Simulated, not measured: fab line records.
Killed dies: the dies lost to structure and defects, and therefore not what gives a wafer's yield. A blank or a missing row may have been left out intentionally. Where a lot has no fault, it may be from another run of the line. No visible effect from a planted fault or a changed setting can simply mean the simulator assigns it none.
The tool behind it: which one? | flow rit cmos | 7 lots, 21 wafers sampled, at 2 steps of a route of 202

## WHAT THE GAUGES READ, wafer by wafer
RIT_SDANNEAL_RS_MEAS_04: measurement is done with a four-point probe.
lot  | measured    | on            | PSD_RS (ohm/sq)
L833 | day 3 08:43 | film metro-03 | 116.0 115.9 115.9
L836 | day 3 22:52 | film metro-01 | 115.9 115.6 115.5
L838 | day 4 11:08 | film metro-01 | 116.0 115.9 116.0
L840 | day 4 22:52 | film metro-01 | 115.2 115.3 115.5
L846 | day 6 03:11 | film metro-01 | 114.0 114.0 113.9
L851 | day 7 05:37 | film metro-01 | 115.7 115.7 115.8
L855 | day 7 20:28 | film metro-01 | 115.7 115.4 115.6

## WHICH TOOL RAN EACH LOT (tool, then ch and the chambers of the sampled wafers, then the start)
lot  | RIT_SDANNEAL_RTA_03
L833 | rtp anneal-01 ch 0, day 3 08:39
L836 | rtp anneal-02 ch 0, day 3 22:48
L838 | rtp anneal-02 ch 0, day 4 11:04
L840 | rtp anneal-02 ch 0, day 4 22:49
L846 | rtp anneal-02 ch 0, day 6 03:05
L851 | rtp anneal-01 ch 0, day 7 05:34
L855 | rtp anneal-01 ch 0, day 7 20:25
- RIT_SDANNEAL_RTA_03: time 5 s.

## THE ANSWER, worked out from the rows above alone
Rule: what is usual is taken from the lots themselves. The widest of any qualifying gaps counts: lots, ordered by their means at a reading, are off when they make up no more than a third of the lots, leave a main group of 4 or more, and stand apart from it by 3 or more times the standard deviation of that group's means. The tables above print the reading to a certain number of digits; a main group whose means all agree to those digits is not used. Also off: a lot with no number at a reading for which 4 or more lots have one. The other lots that the step has rows for count as sound.
Off: L846, seen at RIT_SDANNEAL_RS_MEAS_04 (PSD_RS). The main group: mean 115.7 ohm/sq, standard deviation 0.22.
If a tool, at a process step before that reading, ran all the lots that are off and no sound lot after the first of them, it fits. Those tools and the gauges at RIT_SDANNEAL_RS_MEAS_04 are tried in the same way. One candidate fits, namely rtp anneal-02 at RIT_SDANNEAL_RTA_03. A fault onset in the window from L840 (day 4 22:49, its last sound lot) to L846 (day 6 03:05, its first lot off) fits.

## WHAT THE SIMULATOR HAD PUT IN
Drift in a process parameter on rtp anneal-02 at RIT_SDANNEAL_RTA_03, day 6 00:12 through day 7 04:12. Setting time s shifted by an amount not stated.
Struck lots among those shown: L846. The rule above found the same.
